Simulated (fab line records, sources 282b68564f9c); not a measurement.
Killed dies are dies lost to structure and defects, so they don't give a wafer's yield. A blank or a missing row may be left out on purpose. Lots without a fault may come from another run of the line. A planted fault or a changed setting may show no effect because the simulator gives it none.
Split-lot experiment | flow rit_cmos | 5 lots, 23 wafers read, on a route of 202 steps

THE SPLIT
At RIT_CONTACT_ETCH_11 (etches SiO2 in CHF3/CF4/Ar, stops on TiSi2, target depth 480 nm, time 320 s), the setting time_s was moved away from the recipe's 320 s on 7 of the 23 wafers read, by -12.4% to +7.8%. The other wafers ran this setting at the recipe's value.

The reading is taken at the split's own step.

THE READING
NOVOLAK_of_CONTACT_COAT_03.thk_nm (the simulator's own value, which no gauge read), in nm, at RIT_CONTACT_ETCH_11 (etches SiO2 in CHF3/CF4/Ar, stops on TiSi2, target depth 480 nm, time 320 s). The file gives no usual value for it. The 16 wafers here that ran the recipe average 769.9 nm, standard deviation 1.8 nm.

wafer  | tool, chamber at the split | time_s as run, s | against the recipe | NOVOLAK_of_CONTACT_COAT_03.thk_nm, nm | against lot-mates on the recipe
L074.1 | rie_diel-03, 1             | 320              | recipe             | 770.2                                 | -
L074.3 | rie_diel-03, 3             | 280.4            | -12.4%             | 784.8                                 | +13.6
L074.4 | rie_diel-03, 3             | 280.4            | -12.4%             | 784.3                                 | +13.1
L074.5 | rie_diel-03, 1             | 320              | recipe             | 773                                   | -
L074.6 | rie_diel-03, 2             | 320              | recipe             | 770.3                                 | -
L077.1 | rie_diel-04, 2             | 335.9            | +5.0%              | 758.4                                 | -9.1
L077.2 | rie_diel-04, 0             | 320              | recipe             | 766.9                                 | -
L077.3 | rie_diel-04, 3             | 335.9            | +5.0%              | 763.5                                 | -4.0
L077.5 | rie_diel-04, 0             | 320              | recipe             | 768.2                                 | -
L077.6 | rie_diel-04, 1             | 335.9            | +5.0%              | 759.4                                 | -8.1
L078.1 | rie_diel-02, 1             | 320              | recipe             | 768.1                                 | -
L078.2 | rie_diel-02, 0             | 320              | recipe             | 769.9                                 | -
L078.3 | rie_diel-02, 2             | 320              | recipe             | 771.6                                 | -
L078.4 | rie_diel-02, 3             | 320              | recipe             | 771                                   | -
L078.5 | rie_diel-02, 2             | 320              | recipe             | 772.5                                 | -
L079.1 | rie_diel-03, 1             | 320              | recipe             | 768.8                                 | -
L079.4 | rie_diel-03, 0             | 320              | recipe             | 769.2                                 | -
L079.6 | rie_diel-03, 1             | 320              | recipe             | 766.4                                 | -
L083.1 | rie_diel-04, 2             | 345.1            | +7.8%              | 761.4                                 | -9.3
L083.2 | rie_diel-04, 1             | 320              | recipe             | 771.2                                 | -
L083.3 | rie_diel-04, 0             | 320              | recipe             | 769.8                                 | -
L083.5 | rie_diel-04, 3             | 320              | recipe             | 771.1                                 | -
L083.6 | rie_diel-04, 0             | 345.1            | +7.8%              | 759.6                                 | -11.1

THE FIT
A straight line over all 23 wafers: NOVOLAK_of_CONTACT_COAT_03.thk_nm changes by -1.29 nm for each +1% of time_s; r = -0.95; the points scatter about the line by 2.1 nm.
The same after taking each lot's own level away (the mean of its wafers on the recipe; 23 wafers): -1.18 nm for each +1%; r = -0.97; scatter 1.5 nm.
On that fit, the largest move of time_s shifts the reading by 15 nm.
The lots' own levels span 767.55 to 771.17 nm, that is 2.0 times the standard deviation above.
So the lot-to-lot level changes the slope little: the two slopes agree.
Check: with one of the wafers moved furthest among these (-12.4%) left out of the fit, the line predicts +14.7 nm for it against its lot-mates. It came out at +13.6 nm against them.

OTHER SPLITS ON THESE WAFERS
These wafers also went through other splits before the reading. Each is held against what the fit with the lots' levels taken away leaves over:
other split on the same wafers        | wafers away from the commonest value | r with NOVOLAK_of_CONTACT_COAT_03.thk_nm (lot level and that fit taken away)
RIT_SILICIDE_SPUTTER_01 time_s        | 5                                    | +0.34
RIT_CONTACT_DEVELOP_07 develop_time_s | 9                                    | +0.14

THE FILE'S OWN FIT
NOVOLAK_of_CONTACT_COAT_03.thk_nm changes by -1.18 nm for each +1% of time_s, r = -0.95.
